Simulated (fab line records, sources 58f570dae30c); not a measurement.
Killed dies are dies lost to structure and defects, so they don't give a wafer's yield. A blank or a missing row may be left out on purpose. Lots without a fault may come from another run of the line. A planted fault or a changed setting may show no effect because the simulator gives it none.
Chamber matching | flow berkeley_cmos170 | UCB170_SPACER_CVD_00 on pecvd-02: 3 sister chambers
The step deposits SiO2 from TEOS/O2, target thk 376 nm, time 47 s. 14 wafers are shown with their chamber, then 7 later ones without.

WAFERS WITH THEIR CHAMBER
wafer  | chamber | heater_power_w (W) | run_length_s (s)
L634.3 | 1       | 251                | 75.8
L634.5 | 0       | 155                | 75.4
L634.6 | 1       | 267                | 75.4
L638.1 | 0       | 167                | 74.6
L638.2 | 1       | 277                | 75.2
L638.4 | 1       | 277                | 75.5
L640.1 | 1       | 267                | 75.6
L640.2 | 2       | 382                | 74.4
L640.6 | 1       | 265                | 75.2
L653.2 | 2       | 290                | 74.1
L653.4 | 2       | 315                | 73.9
L653.6 | 0       | 186                | 74.7
L654.1 | 1       | 271                | 75.2
L654.3 | 2       | 282                | 73.9

SIGNATURES (means of the wafers above)
reading        | chamber 0 | chamber 1 | chamber 2 | scatter within a chamber
heater_power_w | 169.33    | 267.86    | 317.25    | 25.5
run_length_s   | 74.900    | 75.414    | 74.075    | 0.282
Rule: a wafer's distance from a chamber is the root of the sum, over the readings, of the square of ((its reading less the chamber's mean) divided by the reading's scatter). The wafer belongs to the nearest chamber; if the next one is less than 2 further off, it can't be placed. The scatter: the root of (the sum of the squares of (reading less its chamber's mean) over the shown wafers, divided by (wafers less chambers)).

WAFERS WITHOUT THEIR CHAMBER
wafer  | heater_power_w (W) | run_length_s (s)
L654.6 | 232                | 74.6
L652.1 | 330                | 73.9
L652.2 | 283                | 75.9
L652.3 | 193                | 74.4
L657.1 | 166                | 75.0
L657.3 | 319                | 73.6
L657.6 | 183                | 74.9

WHICH CHAMBER EACH WENT THROUGH
wafer  | from the rows above          | in truth
L654.6 | can't be placed: 0 or 1 or 2 | 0
L652.1 | 2                            | 2
L652.2 | 1                            | 1
L652.3 | 0                            | 0
L657.1 | 0                            | 0
L657.3 | 2                            | 2
L657.6 | 0                            | 0
Placed correctly: 6 of 7. Can't be placed from these rows: 1 (the true chamber is among the candidates in 1). Placed wrongly: 0.
